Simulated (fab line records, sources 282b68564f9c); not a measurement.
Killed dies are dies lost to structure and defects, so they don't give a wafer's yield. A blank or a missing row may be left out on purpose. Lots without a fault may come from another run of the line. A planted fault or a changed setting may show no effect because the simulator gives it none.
fab line records | flow rit_cmos
record lots=6 wafers=18 last_day=7
route steps=202 shown NWELL@38 PWELL@39 WELLDRIVE@50 NRETRO@53 M1@202
lots that met no fault: from a run of the same line without faults
start_h: hours from the record's first day to the start of the lot's first wafer shown | wait_h: hours since the lot's step before | " the same as in the row above | L1.1+2: a row that stands for several wafers | - no value, or no start given | * or withheld: withheld | < > ~ a bound
route shown NAME@n: a module of which the file shows steps, and the number in the route of the first | usual: mean/standard deviation of fault-free wafers | same: alike in all rows | chamber/n: place in a boat | sites: the reading at each site | _std_site: their standard deviation | _edge_site: outer sites' mean less inner sites' | radius_mm: how far each site lies from the wafer's centre | mask NAME#n: copy n | behind: the tool/chamber that last shaped the wafer | hold: why the lot was held/for how many hours/how that ended | device: the transistor (n, p or np) that didn't switch | end of line: the same wafers' tests at the end of the route | a step without rows: its recipe alone | killed: dies lost to structure and defects at the first sort, not the wafer's yield | map: a wafer's dies, x killed, . not, _ none there
set.NAME: the setting as run; set.NAME@STEP: as run at that earlier step | model.NAME: the simulator's own value behind a step, which no gauge read
lots at some steps of the route; a table a step, a row a wafer
services: from which hour (start_h, from the record's first day; less than 0 if before it) a tool's chamber was out of use, for how many hours, and why
## steps
# step RIT_NWELL_TW_MEAS_10
# usual NWELL_TW=2133/16
# columns lot.wafer tool chamber start_h wait_h NWELL_TW
L596.2 film_metro-01 - 31.63 0.1 2178
L596.3 " - " " 2161
L596.4 " - " " 2154
L599.3 film_metro-02 - 52.16 0.1 2122
L599.5 " - " " 2117
L599.6 " - " " 2113
L600.1 film_metro-02 - 58.94 0.1 2114
L600.4 " - " " 2120
L600.6 " - " " 2132
L612.2 film_metro-02 - 112.29 0.1 2127
L612.4 " - " " 2129
L612.5 " - " " 2119
L613.2 film_metro-01 - 119.82 0.1 2156
L613.3 " - " " 2156
L613.5 " - " " 2164
L616.1 film_metro-02 - 132.70 0.1 2135
L616.2 " - " " 2139
L616.6 " - " " 2121
# step RIT_PWELL_HMDS_00
# recipe prime_time_s=60 prime_temp_c=140
# step RIT_PWELL_COAT_01
# recipe resist=NOVOLAK spin_rpm=2000 resist_thk_nm=1300
# step RIT_PWELL_SOFTBAKE_02
# recipe resist=NOVOLAK temp_c=90 time_s=60
# step RIT_PWELL_EXPOSE_03
# recipe mask_id=M3 na=0.57 target_cd_nm=43700 dose_mj=250
# step RIT_PWELL_PEB_04
# recipe resist=NOVOLAK temp_c=withheld time_s=withheld
# step RIT_PWELL_DEVELOP_05
# recipe resist=NOVOLAK develop_time_s=68 dev_temp_c=23
# step RIT_PWELL_OVL_MEAS_06
# usual PWELL_OVL=-1.7/1.2
# columns lot.wafer tool chamber start_h wait_h PWELL_OVL[nm]
L596.2 overlay-02 - 32.69 - -3.1
L596.3 " - " " -2.1
L596.4 " - " " -1.5
L599.3 overlay-02 - 53.09 - -1.4
L599.5 " - " " -0.1
L599.6 " - " " -1.2
L600.1 overlay-02 - 59.88 - -3.4
L600.4 " - " " -3.4
L600.6 " - " " -2.6
L612.2 overlay-01 - 113.35 - -0.5
L612.4 " - " " -1.3
L612.5 " - " " -0.4
L613.2 overlay-01 - 120.88 - -0.2
L613.3 " - " " -0.6
L613.5 " - " " -2.1
L616.1 overlay-01 - 133.64 - -2.9
L616.2 " - " " -2.6
L616.6 " - " " -2.5
# step RIT_PWELL_HARDBAKE_07
# recipe resist=NOVOLAK temp_c=140 time_s=120
# step RIT_PWELL_IMPLANT_08
# recipe species=B energy_kev=170 dose_cm2=7e+13 tilt_deg=7
# step RIT_PWELL_STRIP_09
# recipe chemistry=O2 time_s=180 resist=NOVOLAK platen_temp_c=withheld power_w=500 pressure_mtorr=4000 o2_flow_sccm=4000
# usual drypump_motor_current_A=5.9/0.4
# columns lot.wafer tool chamber start_h wait_h drypump_motor_current_A rf_hours_counter_h
L596.2 plasma_asher-03 0 33.12 0.1 5.6 25
L596.3 " 0 " " 5.5 -
L596.4 " 1 " " 5.5 -
L599.3 plasma_asher-04 1 53.58 0.1 5.8 -
L599.5 " 1 " " 5.8 -
L599.6 " 0 " " 6.0 -
L600.1 plasma_asher-04 1 60.32 0.1 5.8 43
L600.4 " 1 " " 5.8 -
L600.6 " 1 " " 5.8 -
L612.2 plasma_asher-04 0 113.78 0.1 6.1 49
L612.4 " 1 " " 5.8 -
L612.5 " 0 " " 6.1 -
L613.2 plasma_asher-03 1 121.31 0.1 5.5 35
L613.3 " 0 " " 5.5 -
L613.5 " 0 " " 5.5 -
L616.1 plasma_asher-02 0 134.08 0.1 5.6 50
L616.2 " 1 " " 6.5 50
L616.6 " 1 " " 6.6 -
# step RIT_PWELL_TW_MEAS_10
# usual PWELL_TW=950/7
# columns lot.wafer tool chamber start_h wait_h PWELL_TW
L596.2 film_metro-02 - 33.31 0.1 943
L596.3 " - " " 945
L596.4 " - " " 946
L599.3 film_metro-03 - 53.71 0.1 950
L599.5 " - " " 949
L599.6 " - " " 950
L600.1 film_metro-03 - 60.49 0.1 950
L600.4 " - " " 949
L600.6 " - " " 951
L612.2 film_metro-02 - 113.96 0.1 948
L612.4 " - " " 947
L612.5 " - " " 948
L613.2 film_metro-02 - 121.50 0.1 953
L613.3 " - " " 948
L613.5 " - " " 955
L616.1 film_metro-01 - 134.25 0.1 958
L616.2 " - " " 960
L616.6 " - " " 959
# step RIT_WELLDRIVE_ANNEAL_00
# recipe temp_c=1100 time_s=14700 ambient=N2
# usual run_length_s=18269/14
# columns lot.wafer tool chamber start_h wait_h run_length_s
L596.2 furnace-01 0 33.37 0.0 18273
L596.3 " 0 " " 18273
L596.4 " 0 " " 18273
L599.3 furnace-01 0 56.37 2.6 15340
L599.5 " 0 " " 15340
L599.6 " 0 " " 15340
L600.1 furnace-01 0 62.77 2.3 15339
L600.4 " 0 " " 15339
L600.6 " 0 " " 15339
L612.2 furnace-04 0 114.01 0.0 18286
L612.4 " 0 " " 18286
L612.5 " 0 " " 18286
L613.2 furnace-03 0 121.62 0.1 18259
L613.3 " 0 " " 18259
L613.5 " 0 " " 18259
L616.1 furnace-04 0 134.31 0.1 18277
L616.2 " 0 " " 18277
L616.6 " 0 " " 18277
# step RIT_WELLDRIVE_RS_MEAS_01
# recipe thk_meas_gauge=four-point-probe
# usual NWELL_RS=275.9/0.65
# columns lot.wafer tool chamber start_h wait_h NWELL_RS[ohm/sq]
L596.2 film_metro-03 - 38.47 0.0 275.7
L596.3 " - " " 275.7
L596.4 " - " " 275.0
L599.3 film_metro-02 - 61.49 0.9 287.8
L599.5 " - " " 286.9
L599.6 " - " " 286.3
L600.1 film_metro-01 - 67.85 0.8 287.1
L600.4 " - " " 286.4
L600.6 " - " " 285.5
L612.2 film_metro-03 - 119.12 0.0 275.7
L612.4 " - " " 276.7
L612.5 " - " " 275.6
L613.2 film_metro-03 - 126.72 0.0 276.4
L613.3 " - " " 276.4
L613.5 " - " " 276.3
L616.1 film_metro-02 - 139.39 0.0 276.7
L616.2 " - " " 275.7
L616.6 " - " " 276.2
# step RIT_WELLDRIVE_RS_MEAS_02
# recipe thk_meas_gauge=four-point-probe
# usual PWELL_RS=430.1/1.1
# columns lot.wafer tool chamber start_h wait_h PWELL_RS[ohm/sq]
L596.2 film_metro-03 - 38.59 0.1 431.3
L596.3 " - " " 430.7
L596.4 " - " " 431.2
L599.3 film_metro-02 - 61.61 0.1 438.9
L599.5 " - " " 439.7
L599.6 " - " " 440.0
L600.1 film_metro-01 - 67.97 0.1 439.6
L600.4 " - " " 440.7
L600.6 " - " " 440.1
L612.2 film_metro-03 - 119.24 0.1 430.1
L612.4 " - " " 430.0
L612.5 " - " " 430.7
L613.2 film_metro-03 - 126.84 0.1 431.0
L613.3 " - " " 431.9
L613.5 " - " " 432.5
L616.1 film_metro-02 - 139.51 0.1 428.4
L616.2 " - " " 429.7
L616.6 " - " " 430.4
# step RIT_NRETRO_HMDS_00
# recipe prime_time_s=60 prime_temp_c=140
# step RIT_M1_PROBE_99
# usual killed_at_M0_to_M3=0.0/0.12 killed_at_contacts=0.0/0.2 killed_at_front_end=6.8/3 killed_dies=6.9/3 killed_open=3.3/1.9 killed_short=3.6/1.9
# same gross_dies=264 killed_at_M4_up=0 killed_at_back_side=0 killed_at_other=0
# columns lot.wafer tool chamber start_h wait_h killed_at_M0_to_M3 killed_at_contacts killed_at_front_end killed_dies killed_open killed_short
L612.2 prober-02 - 148.04 0.1 0 0 13 13 6 7
L612.4 prober-02 - 148.14 0.2 0 0 5 5 2 3
L612.5 prober-02 - 148.19 0.2 0 0 4 4 2 2
# killed by level:class
L612.2 SPACER:geometric_particle:short=3 FOX2:geometric_particle:open=2 REOX:geometric_particle:open=2 SPACER:geometric_particle:open=2 FOX2:geometric_particle:short=1 GATE:geometric_particle:short=1 REOX:geometric_particle:short=1 SILICIDE:geometric_particle:short=1
L612.4 FOX1:geometric_particle:open=2 FOX1:geometric_particle:short=1 REOX:geometric_particle:short=1 SPACER:geometric_particle:short=1
L612.5 FOX1:geometric_particle:open=2 FOX1:geometric_particle:short=2
## services
# columns tool chamber start_h hours kind
furnace-01 - 11.55 1.4 repair
plasma_asher-03 - 16.05 4.5 repair
furnace-03 - 43.44 3.8 pm
plasma_asher-04 - 46.25 2.0 repair
furnace-01 - 48.56 2.7 pm
furnace-03 - 112.27 1.0 pm
## key
first_sign step=RIT_WELLDRIVE_ANNEAL_00 reading=run_length_s direction=down sigmas=99+ usual=* struck=*
effect step=RIT_WELLDRIVE_RS_MEAS_01 reading=NWELL_RS direction=up sigmas=17 usual=275.9 struck=286.7
effect step=RIT_WELLDRIVE_RS_MEAS_02 reading=PWELL_RS direction=up sigmas=8.8 usual=430.1 struck=439.9
met_at RIT_WELLDRIVE_ANNEAL_00
struck_wafers L599.3,L599.5,L599.6,L600.1,L600.4,L600.6
tester_left_out L599,L600
fault kind=process_parameter_drift tool=furnace-01 chamber=- onset_h=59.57 steps=RIT_WELLDRIVE_ANNEAL_00 channel=time_s offset=* shape=step end_h=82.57 acts_in=* stated=*
# tester_left_out: of these lots the tester's yield and bins aren't shown, on N5 and GAA mostly nor the transistor test; their killed dies are dies lost to structure and defects alone, not to doping, threshold or leakage, so they don't give the yield
